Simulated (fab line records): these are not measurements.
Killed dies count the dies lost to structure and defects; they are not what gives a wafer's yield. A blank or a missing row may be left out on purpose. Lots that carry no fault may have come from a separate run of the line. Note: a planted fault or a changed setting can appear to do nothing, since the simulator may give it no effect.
Struck lot and sound lot, side by side	flow rit_cmos	30 out of 202 route steps
Sound: these wafers, L535.1, L535.3, L535.5. Struck: wafer L537.4 (L537.5, L537.6, from the same lot, were not struck and are left out); the cause is given at the end.
At each step with rows: each side's tool, then ch and its chambers, then its first start. Under that, the readings that differ: sound wafers	struck wafers	difference of the means	sigmas: that difference in standard deviations of wafers without a fault.
alike: readings whose means differ by less than 2 such deviations, and words and numbers that are the same on both sides. not compared: withheld readings, readings that some wafer has no value for, bounds like >300 that may hide the same value, and numbers for which the record gives no deviation and whose values overlap.
The two part at a step that has a row with sigmas, a row that says differs or no value, or rows on one side only. Numbers that don't overlap but have no deviation are shown without sigmas and don't part them. A reading missing from all wafers of one side parts the sides only when that side holds two or more wafers.

first, 6 steps without rows for these wafers: RIT_SDANNEAL_RTA_03 (time 5 s); RIT_SILICIDE_WET_ETCH_00 (etches SiO2 in BOE, target depth 14 nm, time 15 s); RIT_SILICIDE_SPUTTER_01 (material Ti, target thk 30 nm, time 240 s); RIT_SILICIDE_RTA_04 (time 10 s, ramp up 5 s, ramp down 5 s); RIT_SILICIDE_WET_ETCH_05 (etches Ti in SPM, time 120 s); RIT_SILICIDE_RTA_06 (time 10 s, ramp up 5 s, ramp down 10 s).
RIT_CONTACT_CVD_00: deposits SiO2 from TEOS, target thk 400 nm, time 61 s.
  sound on pecvd-02 ch 1,2, day 6 14:11; struck on pecvd-01 ch 2, day 6 22:23
reading	sound	struck	difference	sigmas
model.SiO2_of_CONTACT_CVD_00.thk_nm (nm)	399.9 399.1 404.9	317.9	-83.4	
  alike: heater_power_w, rf_fwd_power_W
RIT_CONTACT_THK_MEAS_01:
  sound: film_metro-04 at day 6 14:14; struck: film_metro-01 at day 6 22:26
reading	sound	struck	difference	sigmas
CONTACT_TEOS_THK (nm)	400 399 405	318	-83	-15
then, 7 steps without rows for these wafers: RIT_CONTACT_HMDS_02 (prime time 60 s); RIT_CONTACT_COAT_03 (resist thk 1000 nm); RIT_CONTACT_SOFTBAKE_04 (time 60 s); RIT_CONTACT_EXPOSE_05 (exposes mask M11, target cd 1000 nm); RIT_CONTACT_PEB_06; RIT_CONTACT_DEVELOP_07 (develop time 120 s); RIT_CONTACT_HARDBAKE_10 (time 60 s).
RIT_CONTACT_ETCH_11: etches SiO2 in CHF3/CF4/Ar, stops on TiSi2, target depth 480 nm, time 320 s.
  sound on rie_diel-03 ch 1,2,3, day 6 15:42; struck on rie_diel-04 ch 3, day 6 23:52
reading	sound	struck	difference	sigmas
oes_product_au (a.u.)	0.968 1.009 1.013	0.957	-0.040	-2
model.etch.depth_nm (nm)	399.9 399.1 404.9	317.9	-83.4	
model.CONTACT.feature_depth_nm (nm)	399.9 399.1 404.9	317.9	-83.4	
  alike: drypump_motor_current_A, rf_fwd_power_W, throttle_valve_pct
  not compared: rf_hours_counter_h
then, 11 steps without rows for these wafers: RIT_CONTACT_STRIP_12 (strips in O2, time 180 s); RIT_CONTACT_CLEAN_13 (cleans in SC1, time 600 s); RIT_CONTACT_CLEAN_14 (cleans in SC2, time 600 s); RIT_M1_SPUTTER_00 (material Al, target thk 400 nm, time 500 s); RIT_M1_HMDS_03 (prime time 60 s); RIT_M1_COAT_04 (resist thk 1300 nm); RIT_M1_SOFTBAKE_05 (time 60 s); RIT_M1_EXPOSE_06 (exposes mask M12, target cd 2600 nm); RIT_M1_PEB_07; RIT_M1_DEVELOP_08 (develop time 68 s); RIT_M1_HARDBAKE_11 (time 120 s).
RIT_M1_METAL_ETCH_12: etches Al in Cl2/BCl3, stops on SiO2, time 165 s, target depth 600 nm.
  sound on rie_metal-01 ch 0,1, day 6 18:25; struck on rie_metal-01 ch 1, day 7 02:39
reading	sound	struck	difference	sigmas
model.SiO2_of_CONTACT_CVD_00.thk_nm (nm)	364.5 363.4 371.2	284.2	-82.2	
  alike: bcl3_flow_sccm, drypump_motor_current_A, he_backside_leak_sccm, oes_product_au, rf_fwd_power_W, throttle_valve_pct
  not compared: rf_hours_counter_h
then, 1 step without rows for these wafers: RIT_M1_STRIP_13 (strips in nmp, time 600 s).
RIT_M1_PROBE_99:
  sound: prober-02 at day 6 20:43; struck: prober-01 at day 7 05:00
reading	sound	struck	difference	sigmas
killed_open	1 7 3	8	+4	+2
killed_short	9 3 10	2	-5	-3
model.etest.field_p_metal.vt_v (V)	-28.8 -28.98 -29.27	-24.92	+4.10	
model.etest.nmos_0p15.junction_log10_a_um	-13.65 -13.44 -13.49	-12.86	+0.67	
model.etest.nmos_narrow.off_log10_a_um	-13.21 -13.28 -13.29	-12.8	+0.5	
model.etest.nmos_0p3.off_log10_a_um	-13.1 -13.13 -13.03	-12.58	+0.51	
model.etest.gate_end_array.leak_log10_a_um	-12.92 -12.88 -12.71	-12.27	+0.57	
model.etest.contact_diode_array.leak_log10_a (angstrom)	-9.359 -9.711 -9.453	-9.199	+0.309	
model.etest.pmos_0p15.junction_log10_a_um	-13.92 -13.81 -13.83	-13.61	+0.24	
model.etest.antenna_contact.vt_shift_v (V)	-0.007071 -0.01675 -0.01469	-0.02305	-0.01021	
  alike: killed_at_front_end, killed_dies

WHERE THEY PART
Last at RIT_M1_PROBE_99 as far as this record goes, first at RIT_CONTACT_THK_MEAS_01.

WHY: what the simulator had put in
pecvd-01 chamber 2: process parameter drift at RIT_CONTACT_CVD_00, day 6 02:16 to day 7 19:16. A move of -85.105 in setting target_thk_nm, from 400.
